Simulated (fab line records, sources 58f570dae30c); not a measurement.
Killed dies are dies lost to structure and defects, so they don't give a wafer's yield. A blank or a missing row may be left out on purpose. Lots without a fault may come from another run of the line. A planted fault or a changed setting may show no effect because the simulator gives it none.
Which tool did it? | flow berkeley_cmos170 | 13 lots, 39 wafers sampled, at 5 steps of a route of 331

WHAT THE GAUGES READ, wafer by wafer
UCB170_WELLDRIVE_THK_MEAS_02.
lot  | measured    | on            | WELLDRIVE_OXIDE_THK (nm)
L690 | day 3 09:01 | film_metro-01 | 201 201 199
L691 | day 3 16:40 | film_metro-02 | 201 200 203
L692 | day 3 21:31 | film_metro-02 | 196 197 200
L693 | day 4 10:50 | film_metro-03 | 197 199 200
L694 | day 4 10:53 | film_metro-03 | 199 200 196
L695 | day 4 10:56 | film_metro-03 | 196 196 198
L696 | day 4 16:02 | film_metro-01 | 196 199 196
L697 | day 4 21:22 | film_metro-03 | 197 198 194
L702 | day 5 16:23 | film_metro-03 | 196 198 197
L708 | day 7 02:08 | film_metro-03 | 196 197 196
L709 | day 7 10:22 | film_metro-02 | 202 201 203
L711 | day 7 19:49 | film_metro-03 | 197 197 199
L713 | day 8 09:25 | film_metro-01 | 199 198 200

UCB170_V2_THK_MEAS_01.
lot  | measured     | on            | V2_TEOS_THK (nm)
L690 | day 7 09:10  | film_metro-01 | 1992 2031 2029
L691 | day 7 21:45  | film_metro-03 | 2027 2048 2049
L692 | day 7 22:39  | film_metro-03 | 1980 1997 2009
L693 | day 8 01:49  | film_metro-02 | 2004 2049 2044
L694 | day 8 08:50  | film_metro-03 | 1999 2040 2029
L695 | day 8 09:05  | film_metro-01 | 1996 1992 1979
L696 | day 8 18:42  | film_metro-02 | 2027 2078 2056
L697 | day 9 02:01  | film_metro-01 | 1986 1982 2035
L702 | day 9 17:42  | film_metro-02 | 2015 2223 2045
L708 | day 10 23:04 | film_metro-02 | 2043 2005 2059
L709 | day 10 22:31 | film_metro-03 | 1985 1965 1951
L711 | day 11 22:08 | film_metro-03 | 1949 1953 1978
L713 | day 12 11:28 | film_metro-02 | 2014 1992 2015

UCB170_M3_OVL_MEAS_16.
lot  | measured     | on         | M3_OVL (nm)
L690 | day 7 14:07  | overlay-01 | -8 -1 -2
L691 | day 8 02:04  | overlay-02 | -3 -9 -4
L692 | day 8 03:28  | overlay-01 | -7 0 -7
L693 | day 8 07:07  | overlay-01 | 0 1 -7
L694 | day 8 14:52  | overlay-02 | -4 -4 -5
L695 | day 8 18:38  | overlay-01 | -3 3 -3
L696 | day 8 23:01  | overlay-01 | -7 -5 -10
L697 | day 9 07:23  | overlay-02 | -6 -1 -6
L702 | day 9 22:46  | overlay-02 | -9 2 -8
L708 | day 11 06:05 | overlay-01 | 3 -2 -4
L709 | day 11 05:52 | overlay-01 | -6 -4 7
L711 | day 12 03:56 | overlay-01 | 5 3 6
L713 | day 12 18:12 | overlay-01 | -9 -3 -2

WHICH TOOL RAN EACH LOT (tool, then ch and the chambers of the sampled wafers, then the start)
lot  | UCB170_ZERO_ETCH_06               | UCB170_V2_CVD_00
L690 | rie_diel-01 ch 2,3, day 1 19:31   | pecvd-02 ch 0,2, day 7 08:59
L691 | rie_diel-01 ch 2,3, day 2 00:25   | pecvd-03 ch 0,1,2, day 7 21:36
L692 | rie_diel-04 ch 0,1,2, day 2 05:53 | pecvd-01 ch 0,1, day 7 22:30
L693 | rie_diel-04 ch 0,2,3, day 2 12:19 | pecvd-02 ch 0,1,2, day 8 01:38
L694 | rie_diel-02 ch 0,1, day 2 13:19   | pecvd-03 ch 0,2, day 8 08:40
L695 | rie_diel-02 ch 1,3, day 2 17:26   | pecvd-01 ch 0,1,2, day 8 08:56
L696 | rie_diel-01 ch 0,1,3, day 2 23:36 | pecvd-03 ch 1,2, day 8 18:32
L697 | rie_diel-04 ch 0,1,3, day 3 08:45 | pecvd-02 ch 0,2, day 9 01:47
L702 | rie_diel-01 ch 0,3, day 4 03:43   | pecvd-02 ch 0,1,2, day 9 17:32
L708 | rie_diel-01 ch 1,3, day 5 10:31   | pecvd-03 ch 0,1, day 10 22:55
L709 | rie_diel-02 ch 0,1,2, day 5 14:19 | pecvd-01 ch 0,1,2, day 10 22:22
L711 | rie_diel-04 ch 0,1,2, day 6 04:53 | pecvd-01 ch 1,2, day 11 21:57
L713 | rie_diel-01 ch 0,1,2, day 6 14:58 | pecvd-03 ch 0,2, day 12 11:19
- UCB170_ZERO_ETCH_06: etches SiO2 in CHF3/CF4/Ar, time 12 s.
- UCB170_V2_CVD_00: deposits SiO2 from TEOS/O2, target thk 2000 nm, time 250 s.

WHAT THE TOOLS THEMSELVES READ (means of the sampled wafers that have a number; where no wafer has one, the mark that the record gives instead)
UCB170_ZERO_ETCH_06.
lot  | tool        | CHF3_flow_sccm (sccm) | drypump_motor_current_A (A) | oes_product_au (a.u.) | throttle_valve_pct (%)
L690 | rie_diel-01 | 49.98                 | 5.8                         | 0.610                 | 9.39
L691 | rie_diel-01 | 49.84                 | 5.9                         | 0.612                 | 9.43
L692 | rie_diel-04 | 49.72                 | 5.7                         | 0.626                 | 9.20
L693 | rie_diel-04 | 50.07                 | 6.0                         | 0.615                 | 9.20
L694 | rie_diel-02 | 49.96                 | 5.9                         | 0.622                 | 9.34
L695 | rie_diel-02 | 49.72                 | 5.9                         | 0.610                 | 9.32
L696 | rie_diel-01 | 50.05                 | 5.8                         | 0.623                 | 9.31
L697 | rie_diel-04 | 49.95                 | 6.1                         | 0.623                 | 9.20
L702 | rie_diel-01 | 50.08                 | 5.7                         | 0.616                 | 9.23
L708 | rie_diel-01 | 49.98                 | 6.0                         | 0.608                 | 9.42
L709 | rie_diel-02 | 50.05                 | 5.8                         | 0.620                 | 9.35
L711 | rie_diel-04 | 50.07                 | 5.7                         | 0.623                 | 9.20
L713 | rie_diel-01 | 49.93                 | 5.7                         | 0.622                 | 9.28

UCB170_V2_CVD_00.
lot  | tool     | heater_power_w (W) | rf_fwd_power_W (W)
L690 | pecvd-02 | 213                | 548.0
L691 | pecvd-03 | 289                | 550.2
L692 | pecvd-01 | 299                | 547.1
L693 | pecvd-02 | 217                | 548.6
L694 | pecvd-03 | 289                | 548.1
L695 | pecvd-01 | 300                | 549.6
L696 | pecvd-03 | 223                | 549.4
L697 | pecvd-02 | 243                | 549.5
L702 | pecvd-02 | 233                | 623.5
L708 | pecvd-03 | 230                | 547.7
L709 | pecvd-01 | 299                | 551.1
L711 | pecvd-01 | 271                | 548.2
L713 | pecvd-03 | 267                | 547.7

THE ANSWER, worked out from the rows above alone
Rule: what is usual is taken from the lots themselves. Put in order of their means at a reading, lots are off if they are a third of the lots or fewer, leave a main group of 4 or more, and stand apart from it by a gap of 3 or more times the standard deviation of the main group's means; of several such gaps the widest counts. A main group whose means are all the same, to the digits that the tables above print for the reading, isn't used. A lot without any number at a reading at which 4 lots or more have one is off too. The other lots that the step has rows for count as sound. The gauges are gone through in route order, then the tools' own readings, and for those a lot's mean is taken as printed above. The first step at which some lot is off is used, and at that step the reading that is off furthest; a lot without a number counts as furthest.
Off: L702, at UCB170_V2_CVD_00 (rf_fwd_power_W). The main group: mean 548.8 W, standard deviation 1.1.
A tool fits if, at that step or a process step before it, it ran every lot that is off, and no sound lot after the first of them. One fits: pecvd-02 at UCB170_V2_CVD_00. Its last sound lot is L697 (day 9 01:47), its first lot that is off L702 (day 9 17:32): a fault that began between those two fits.
The tool's own readings at UCB170_V2_CVD_00 bear it out: on the lots that are off they differ by more than 5 times the standard deviation of the sound lots' means. rf_fwd_power_W reads 623.5 W there against 548.8 W on the sound lots.

WHAT THE SIMULATOR HAD PUT IN
Process parameter drift: pecvd-02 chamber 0, from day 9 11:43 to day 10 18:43, at UCB170_V2_CVD_00. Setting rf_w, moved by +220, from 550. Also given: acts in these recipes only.
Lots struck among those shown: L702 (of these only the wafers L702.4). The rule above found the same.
